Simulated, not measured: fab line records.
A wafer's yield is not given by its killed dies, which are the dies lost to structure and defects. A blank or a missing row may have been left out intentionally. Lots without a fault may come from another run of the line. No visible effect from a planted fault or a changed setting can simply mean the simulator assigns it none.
Split-lot study    flow rit_cmos    route with 202 steps; 5 lots, 23 wafers read

== THE SPLIT ==
At RIT_NWELL_COAT_01 (resist thk 1300 nm), the setting spin_rpm was moved away from the recipe's 2000 rpm on 6 of the 23 wafers read, by -7.1% to +7.4%. All remaining wafers had this setting at the recipe value.

== FROM THE SPLIT TO THE READING: what the file shows between them, 3 steps ==
- RIT_NWELL_SOFTBAKE_02: time 60 s
- RIT_NWELL_EXPOSE_03: exposes mask M2, target cd 43900 nm
- RIT_NWELL_DEVELOP_05: develop time 68 s

== THE READING ==
NOVOLAK_of_NWELL_COAT_01.thk_nm (the simulator's own value, which no gauge read), in nm, at RIT_NWELL_HARDBAKE_07 (time 120 s). The file gives no usual value for it. Across the 17 wafers here that went through the recipe, the average is 1138 nm and the standard deviation 2.2 nm.

wafer   tool, chamber at the split  spin_rpm as run, rpm  against the recipe  NOVOLAK_of_NWELL_COAT_01.thk_nm, nm  against lot-mates on the recipe
L074.2  litho_track-03, 0           2000                  recipe              1133                                 -
L074.3  litho_track-03, 0           2000                  recipe              1134                                 -
L074.4  litho_track-03, 0           2000                  recipe              1137                                 -
L074.5  litho_track-03, 0           2000                  recipe              1137                                 -
L074.6  litho_track-03, 0           2000                  recipe              1136                                 -
L075.1  litho_track-04, 0           2148                  +7.4%               1101                                 -37
L075.2  litho_track-04, 0           2148                  +7.4%               1102                                 -36
L075.3  litho_track-04, 0           2000                  recipe              1139                                 -
L075.6  litho_track-04, 0           2000                  recipe              1139                                 -
L075.4  litho_track-04, 0           2000                  recipe              1135                                 -
L076.3  litho_track-04, 0           2000                  recipe              1141                                 -
L076.4  litho_track-04, 0           2000                  recipe              1139                                 -
L076.5  litho_track-04, 0           2000                  recipe              1140                                 -
L080.1  litho_track-03, 0           2000                  recipe              1139                                 -
L080.2  litho_track-03, 0           1858                  -7.1%               1180                                 +42
L080.4  litho_track-03, 0           2000                  recipe              1138                                 -
L080.5  litho_track-03, 0           1858                  -7.1%               1182                                 +44
L080.6  litho_track-03, 0           2000                  recipe              1137                                 -
L084.2  litho_track-01, 0           2000                  recipe              1139                                 -
L084.3  litho_track-01, 0           2000                  recipe              1141                                 -
L084.4  litho_track-01, 0           2000                  recipe              1138                                 -
L084.5  litho_track-01, 0           2148                  +7.4%               1098                                 -41
L084.6  litho_track-01, 0           2148                  +7.4%               1098                                 -41

FIT RESULTS
A straight line over all 23 wafers: NOVOLAK_of_NWELL_COAT_01.thk_nm changes by -5.48 nm for each +1% of spin_rpm; r = -0.99; the points scatter about the line by 2.6 nm.
The same after taking each lot's own level away (the mean of its wafers on the recipe; 23 wafers): -5.53 nm for each +1%; r = -0.99; scatter 2.2 nm.
According to that fit, moving spin_rpm by its largest amount changes the reading by 41 nm.
Measured against the standard deviation above, the lots' own levels, which go from 1135.4 to 1140.0 nm, span 2.1 times it.
The two slopes are in agreement: the lot-to-lot level therefore moves the slope only a little.
Check: -41 nm against its lot-mates is what the line predicts for one of the wafers moved furthest among these (+7.4%) when that wafer is left out of the fit. It came out at -36.7 nm against them.

== OTHER SPLITS ON THESE WAFERS ==
Other splits were also applied to these wafers ahead of the reading. Each is held against what the fit with the lots' levels taken away leaves over:
other split on the same wafers       wafers away from the commonest value  r with NOVOLAK_of_NWELL_COAT_01.thk_nm (lot level and that fit taken away)
RIT_ACTIVE_CVD_03 sih2cl2_flow_sccm  18                                    +0.32
RIT_ACTIVE_COAT_06 spin_rpm          8                                     -0.33
RIT_ACTIVE_ETCH_13 rf_w              8                                     +0.00
RIT_FOX2_OXIDATION_00 temp_c         10                                    +0.11

== THE WHOLE CHAIN: every reading that the file lists as answering this split, in the file's order ==
step                   what it does        reading                                                                           change (the file's fit)               r (the file's)
RIT_NWELL_COAT_01      resist thk 1300 nm  NOVOLAK_of_NWELL_COAT_01.thk_nm (the simulator's own value, which no gauge read)  -6.4 nm for each +1% of the setting   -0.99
RIT_NWELL_HARDBAKE_07  time 120 s          NOVOLAK_of_NWELL_COAT_01.thk_nm (the simulator's own value, which no gauge read)  -5.51 nm for each +1% of the setting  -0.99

== THE FILE'S OWN FIT ==
NOVOLAK_of_NWELL_COAT_01.thk_nm changes by -5.51 nm for each +1% of spin_rpm, r = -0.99.
